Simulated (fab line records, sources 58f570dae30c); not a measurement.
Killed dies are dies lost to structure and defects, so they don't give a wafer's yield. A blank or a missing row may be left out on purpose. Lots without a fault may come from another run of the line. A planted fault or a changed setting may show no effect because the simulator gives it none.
Which tool did it? | flow berkeley_cmos170 | 14 lots, 42 wafers sampled, at 4 steps of a route of 331

WHAT THE GAUGES READ, wafer by wafer
UCB170_M3_CD_MEAS_15: target cd 700 nm. Usual: cd_nm 700.2 nm, standard deviation 1.4.
lot  | measured     | on        | cd_nm (nm)        | flag
L461 | day 9 10:11  | cd_sem-01 | 699.3 699.9 700.7 |
L462 | day 9 08:12  | cd_sem-01 | 699.3 698.9 698.6 |
L460 | day 9 12:02  | cd_sem-01 | 699.6 700.4 698.6 |
L463 | day 9 11:37  | cd_sem-01 | 697.5 698.2 699.5 |
L464 | day 10 07:08 | cd_sem-01 | 701.7 702.9 702.6 |
L466 | day 10 12:14 | cd_sem-01 | 702.2 700.1 701.6 |
L467 | day 10 23:36 | cd_sem-02 | 698.6 698.1 698.8 |
L468 | day 10 23:56 | cd_sem-02 | 701.1 700.4 700.1 |
L472 | day 11 20:39 | cd_sem-02 | 698.4 698.0 699.1 |
L473 | day 11 23:26 | cd_sem-02 | 700.8 701.5 702.0 |
L474 | day 12 14:25 | cd_sem-01 | 701.0 700.8 700.5 |
L478 | day 13 05:35 | cd_sem-02 | 701.9 702.3 702.9 |
L479 | day 13 23:13 | cd_sem-02 | 699.1 697.9 699.5 |
L482 | day 14 13:43 | cd_sem-02 | 700.8 700.9 701.6 |

WHICH TOOL RAN EACH LOT (tool, then ch and the chambers of the sampled wafers, then the start)
lot  | UCB170_SPACER_CVD_00            | UCB170_M2_STRIP_19                   | UCB170_M3_STRIP_07
L461 | pecvd-04 ch 0,2, day 8 00:16    | plasma_asher-04 ch 0,1, day 9 05:08  | plasma_asher-03 ch 0,1, day 9 08:26
L462 | pecvd-03 ch 0,1, day 8 00:25    | plasma_asher-02 ch 0,1, day 9 03:30  | plasma_asher-03 ch 0,1, day 9 07:03
L460 | pecvd-01 ch 1,2, day 8 00:35    | plasma_asher-02 ch 0,1, day 9 06:51  | plasma_asher-01 ch 0,1, day 9 10:30
L463 | pecvd-04 ch 0,1, day 8 00:35    | plasma_asher-04 ch 0,1, day 9 06:24  | plasma_asher-03 ch 0,1, day 9 10:03
L464 | pecvd-03 ch 0,1,2, day 8 18:24  | plasma_asher-01 ch 0,1, day 10 01:35 | plasma_asher-04 ch 0,1, day 10 05:08
L466 | pecvd-03 ch 1,2, day 9 04:34    | plasma_asher-04 ch 0,1, day 10 06:26 | plasma_asher-03 ch 0,1, day 10 11:07
L467 | pecvd-04 ch 0,1, day 9 12:45    | plasma_asher-04 ch 0,1, day 10 18:23 | plasma_asher-03 ch 0,1, day 10 22:14
L468 | pecvd-03 ch 1,2, day 9 12:45    | plasma_asher-01 ch 0,1, day 10 18:53 | plasma_asher-01 ch 0,1, day 10 22:41
L472 | pecvd-04 ch 0,2, day 10 10:43   | plasma_asher-01 ch 0, day 11 15:39   | plasma_asher-04 ch 1, day 11 19:26
L473 | pecvd-03 ch 0,1,2, day 10 10:43 | plasma_asher-01 ch 0,1, day 11 18:19 | plasma_asher-01 ch 0,1, day 11 21:53
L474 | pecvd-03 ch 1,2, day 11 04:16   | plasma_asher-02 ch 0,1, day 12 09:48 | plasma_asher-01 ch 0, day 12 13:10
L478 | pecvd-01 ch 0,1,2, day 11 20:34 | plasma_asher-02 ch 0,1, day 12 22:07 | plasma_asher-04 ch 0,1, day 13 03:42
L479 | pecvd-04 ch 0,1,2, day 12 09:04 | plasma_asher-01 ch 0,1, day 13 15:41 | plasma_asher-01 ch 1, day 13 19:48
L482 | pecvd-04 ch 0,1,2, day 12 18:29 | plasma_asher-01 ch 0,1, day 14 05:29 | plasma_asher-04 ch 0,1, day 14 11:34
- UCB170_SPACER_CVD_00: deposits SiO2 from TEOS/O2, target thk 376 nm, time 47 s.
- UCB170_M2_STRIP_19: strips in O2.
- UCB170_M3_STRIP_07: strips in O2.

WHAT THE TOOLS THEMSELVES READ (means of the sampled wafers that have a number; where no wafer has one, the mark that the record gives instead)
UCB170_SPACER_CVD_00. Usual: heater_power_w 279 W, standard deviation 45; susceptor_temp_C 390.02 C, standard deviation 0.22.
lot  | tool     | heater_power_w (W) | susceptor_temp_C (C) | flag
L461 | pecvd-04 | 284                | 390.03               |
L462 | pecvd-03 | 316                | 390.16               |
L460 | pecvd-01 | 240                | 390.03               |
L463 | pecvd-04 | 314                | 390.33               |
L464 | pecvd-03 | 310                | 390.10               |
L466 | pecvd-03 | 306                | 389.90               |
L467 | pecvd-04 | 304                | 389.99               |
L468 | pecvd-03 | 320                | 390.13               |
L472 | pecvd-04 | 267                | 390.18               |
L473 | pecvd-03 | 291                | 389.95               |
L474 | pecvd-03 | 306                | 389.95               |
L478 | pecvd-01 | 200                | 390.04               |
L479 | pecvd-04 | 304                | 390.00               |
L482 | pecvd-04 | 298                | 390.03               |

UCB170_M2_STRIP_19. Usual: drypump_motor_current_A 5.8 A, standard deviation 0.52; oes_product_au 0.542 a.u., standard deviation 0.015.
lot  | tool            | drypump_motor_current_A (A) | oes_product_au (a.u.) | flag
L461 | plasma_asher-04 | 5.8                         | 0.532                 |
L462 | plasma_asher-02 | 5.2                         | 0.543                 |
L460 | plasma_asher-02 | 5.5                         | 0.542                 |
L463 | plasma_asher-04 | 5.8                         | 0.546                 |
L464 | plasma_asher-01 | 6.0                         | 0.557                 |
L466 | plasma_asher-04 | 5.8                         | 0.546                 |
L467 | plasma_asher-04 | 5.6                         | 0.529                 |
L468 | plasma_asher-01 | 6.0                         | 0.530                 |
L472 | plasma_asher-01 | 5.7                         | 0.572                 |
L473 | plasma_asher-01 | 6.0                         | 0.549                 |
L474 | plasma_asher-02 | 5.2                         | 0.552                 |
L478 | plasma_asher-02 | 5.5                         | 0.540                 |
L479 | plasma_asher-01 | 6.2                         | 0.566                 |
L482 | plasma_asher-01 | 6.0                         | 0.542                 |

UCB170_M3_STRIP_07. Usual: drypump_motor_current_A 5.8 A, standard deviation 0.47; oes_product_au 0.734 a.u., standard deviation 0.0046; strip_time_to_endpoint_s 22.00 s, standard deviation 0.07.
lot  | tool            | drypump_motor_current_A (A) | oes_product_au (a.u.) | strip_time_to_endpoint_s (s) | flag
L461 | plasma_asher-03 | 5.6                         | 0.735                 | 21.85                        |
L462 | plasma_asher-03 | 5.6                         | 0.737                 | 21.97                        |
L460 | plasma_asher-01 | 6.2                         | 0.736                 | 22.02                        |
L463 | plasma_asher-03 | 5.5                         | 0.733                 | 21.98                        |
L464 | plasma_asher-04 | 5.8                         | 0.731                 | 22.05                        |
L466 | plasma_asher-03 | 5.6                         | 0.734                 | 22.04                        |
L467 | plasma_asher-03 | 5.3                         | 0.733                 | 21.96                        |
L468 | plasma_asher-01 | 6.0                         | 0.738                 | 21.97                        |
L472 | plasma_asher-04 | 5.3                         | 0.737                 | 21.96                        |
L473 | plasma_asher-01 | 6.3                         | 0.737                 | 22.06                        |
L474 | plasma_asher-01 | 5.7                         | 0.737                 | 21.98                        |
L478 | plasma_asher-04 | 5.6                         | 0.734                 | 22.08                        |
L479 | plasma_asher-01 | 6.5                         | 0.734                 | 22.01                        |
L482 | plasma_asher-04 | 5.6                         | 0.739                 | 22.04                        |

THE ANSWER, worked out from the rows above alone
Rule: a lot is off if the mean of its wafers that have a number lies more than 3 standard deviations from the usual mean. A lot without any number at a reading at which 4 lots or more have one is off too. The other lots that the step has rows for count as sound. The gauges are gone through in route order, then the tools' own readings, and for those a lot's mean is taken as printed above. The first step at which some lot is off is used, and at that step the reading that is off furthest; a lot without a number counts as furthest.
No lot is off at any reading shown: from this, nothing can be told.

WHAT THE SIMULATOR HAD PUT IN
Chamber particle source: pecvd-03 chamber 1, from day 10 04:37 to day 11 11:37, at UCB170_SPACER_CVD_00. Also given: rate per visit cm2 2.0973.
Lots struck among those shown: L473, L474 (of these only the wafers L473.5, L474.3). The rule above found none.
